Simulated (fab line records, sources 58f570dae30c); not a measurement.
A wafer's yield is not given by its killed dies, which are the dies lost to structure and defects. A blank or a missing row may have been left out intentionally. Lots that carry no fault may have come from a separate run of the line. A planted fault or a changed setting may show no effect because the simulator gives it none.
Problem report in the 8D (eight disciplines) form, filled by code	flow berkeley-cmos170	the parts of the form that need people (team, actions taken, sign-off) are left out

== 1. WHAT WENT WRONG ==
Across 6 wafers from 2 lots, NWELL_TW at UCB170_NWELL_TW_MEAS_16 averages 1289, while fault-free wafers read 1238 with a standard deviation of 7.2. Measured from the usual mean, that is +7.0 standard deviations.
First seen on wafer L864.2, day 4 11:38, on film-metro-01. The record has a number at this step for 42 wafers belonging to 14 lots. Rule for "out" (also "out of limits"): further than 4 standard deviations from the usual mean. The other wafers with a number count as sound.

== 2. WHAT IT IS, WHAT IT ISN'T ==
question	is	is not
which readings at this step	NWELL_TW	-
which lots	L864, L870	L856, L857, L858, L859, L860, L861, L862, L865, L873, L876, L878, L879
which wafers of those lots	all that have a number	-
read on which gauges	film-metro-01	film-metro-02, film-metro-04
when	from day 4 11:38	up to then (21 sound wafers); but 15 sound wafers of L865, L873, L876, L878, L879 came after

== 3. SUSPECTS, AND WHAT RULES EACH OUT ==
Counting: a tool stays on the suspect list if, at a process step up to the reading, it processed all lots that are out and no sound lot following the first of them.
- the gauge at UCB170_NWELL_TW_MEAS_16 has been ruled out. All the wafers that are out were read on film-metro-01, but those of them that UCB170_NWELL_IMPLANT_14 has rows for are out there too, on other tools.
- implanter-03 at UCB170_NWELL_IMPLANT_14: kept. It processed each lot that is out, first L864 at day 4 11:24, and no sound lot thereafter; up to then, the last sound lot it processed was L862 at day 4 05:23. Out on those wafers are its own readings of dose-ions-cm2, faraday-current-uA.
The count leaves implanter-03 at UCB170_NWELL_IMPLANT_14.

== 4. THE CAUSE (what the simulator had put in) ==
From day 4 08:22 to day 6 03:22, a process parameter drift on implanter-03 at UCB170_NWELL_IMPLANT_14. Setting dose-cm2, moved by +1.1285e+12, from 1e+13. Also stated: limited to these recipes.
Only this tool survived the counting.

== 5. SEQUENCE OF EFFECTS, ordered by route ==
Each row: a reading whose mean over the struck wafers that have a number lies more than 3 standard deviations from the usual. Readings are gone through only where the record gives a usual standard deviation; hours: the median, over the lots, of the time from a lot's start at the first step in this table giving one to that lot's start at this step; sigmas: the change measured in usual standard deviations.
hours	step	reading	usual	on struck wafers	change	sigmas
0	UCB170_NWELL_IMPLANT_14	dose-ions-cm2	1.0001e+13	1.1125e+13	+1.1243e+12	+99 or more
0	UCB170_NWELL_IMPLANT_14	faraday-current-uA	31.8	35.6	+3.8	+6.1
0	UCB170_NWELL_TW_MEAS_16	NWELL_TW	1238	1289	+51	+7.0
The process steps in it:
- UCB170_NWELL_IMPLANT_14
At these later measuring or inspecting steps, every struck wafer for which the step has a row has a number for every such reading, and none has moved that far: UCB170_PVT_OVL_MEAS_06, UCB170_CONTACT_CD_MEAS_15.

== 6. HOW IT WOULD HAVE BEEN CAUGHT EARLIER ==
In this record the first reading out of limits at a measuring or inspecting step was taken at day 4 11:38, 3 hours after the fault began at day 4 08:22.
Tool's own readings at UCB170_NWELL_IMPLANT_14, dose-ions-cm2, faraday-current-uA: out on all struck wafers the step has rows for; an alarm limit on them would have tripped on the first.
Of the lots that are out (2), L870 began UCB170_NWELL_IMPLANT_14 on implanter-03 after day 4 11:38. A hold on the tool at that time would have spared it.
